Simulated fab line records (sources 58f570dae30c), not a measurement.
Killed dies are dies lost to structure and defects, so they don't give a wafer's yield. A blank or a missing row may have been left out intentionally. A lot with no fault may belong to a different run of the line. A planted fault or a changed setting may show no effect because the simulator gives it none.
Split-lot trial ; flow berkeley cmos170 ; 5 lots, 23 wafers read, on a route of 331 steps

THE SPLIT
At UCB170_PFIELD_IMPLANT_07, the setting energy kev was moved away from the recipe's 80 on 7 of the 23 wafers read, by -5.9% to +3.6%. For the rest of the wafers, this setting stayed at what the recipe calls for.

The split's own step is where the reading is taken.

THE READING
implant.drp nm (the simulator's own value, which no gauge read), in nm, at UCB170_PFIELD_IMPLANT_07. The file does not state a usual value for it.

wafer;tool, chamber at the split;energy kev as run;against the recipe;implant.drp nm, nm;against lot-mates on the recipe
L076.1;implanter-01, 0;80;recipe;74.86;-
L076.2;implanter-01, 0;80;recipe;74.86;-
L076.5;implanter-01, 0;80;recipe;74.86;-
L076.3;implanter-01, 0;75.31;-5.9%;72.68;-2.18
L076.6;implanter-01, 0;75.31;-5.9%;72.68;-2.18
L078.1;implanter-01, 0;80;recipe;74.86;-
L078.3;implanter-01, 0;80;recipe;74.86;-
L078.4;implanter-01, 0;80;recipe;74.86;-
L078.5;implanter-01, 0;80;recipe;74.86;-
L078.6;implanter-01, 0;80;recipe;74.86;-
L080.2;implanter-02, 0;80;recipe;74.86;-
L080.4;implanter-02, 0;80;recipe;74.86;-
L080.5;implanter-02, 0;80;recipe;74.86;-
L080.3;implanter-02, 0;82.92;+3.6%;76.12;+1.26
L080.6;implanter-02, 0;82.92;+3.6%;76.12;+1.26
L081.4;implanter-02, 0;80;recipe;74.86;-
L081.5;implanter-02, 0;80;recipe;74.86;-
L081.6;implanter-02, 0;80;recipe;74.86;-
L085.2;implanter-01, 0;76.95;-3.8%;73.46;-1.40
L085.3;implanter-01, 0;76.95;-3.8%;73.46;-1.40
L085.4;implanter-01, 0;76.95;-3.8%;73.46;-1.40
L085.5;implanter-01, 0;80;recipe;74.86;-
L085.6;implanter-01, 0;80;recipe;74.86;-

THE FIT
A straight line over all 23 wafers: implant.drp nm changes by +0.364 nm for each +1% of energy kev; r = +1.00; the points scatter about the line by 0.023 nm.
The same after taking each lot's own level away (the mean of its wafers on the recipe; 23 wafers): +0.364 nm for each +1%; r = +1.00; scatter 0.023 nm.
Per that fit: largest energy kev move, reading shift of 2.1 nm.
The lots' own levels span 74.860 to 74.860 nm.
So the lot-to-lot level changes the slope little: the two slopes agree.
Check: with one of the wafers moved furthest among these (-5.9%) left out of the fit, the line predicts -2.13 nm for it against its lot-mates. It came out at -2.18 nm against them.

ADDITIONAL SPLITS CARRIED BY THESE WAFERS
Note: prior to the reading, these wafers also went through further splits. Each is held against what the fit with the lots' levels taken away leaves over:
other split on the same wafers;wafers away from the commonest value;r with implant.drp nm (lot level and that fit taken away)
UCB170_NWELL_CVD_04 temp c;10;+0.29
UCB170_NWELL_EXPOSE_09 dose mj;8;-0.48
UCB170_PWELL_CVD_05 time s;18;+0.19
UCB170_PWELL_DEVELOP_12 dev temp c;7;-0.24
UCB170_ACTIVE_COAT_08 resist thk nm;7;-0.29

THE WHOLE CHAIN: every reading that the file lists as answering this split, in the file's order
step;what it does;reading;change (the file's fit);r (the file's)
UCB170_PFIELD_IMPLANT_07;;implant.rp nm (the simulator's own value, which no gauge read);+2.11 nm for each +1% of the setting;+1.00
UCB170_PFIELD_IMPLANT_07;;implant.drp nm (the simulator's own value, which no gauge read);+0.366 nm for each +1% of the setting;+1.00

FILE'S OWN FIT
implant.drp nm changes by +0.366 nm for each +1% of energy kev, r = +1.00.
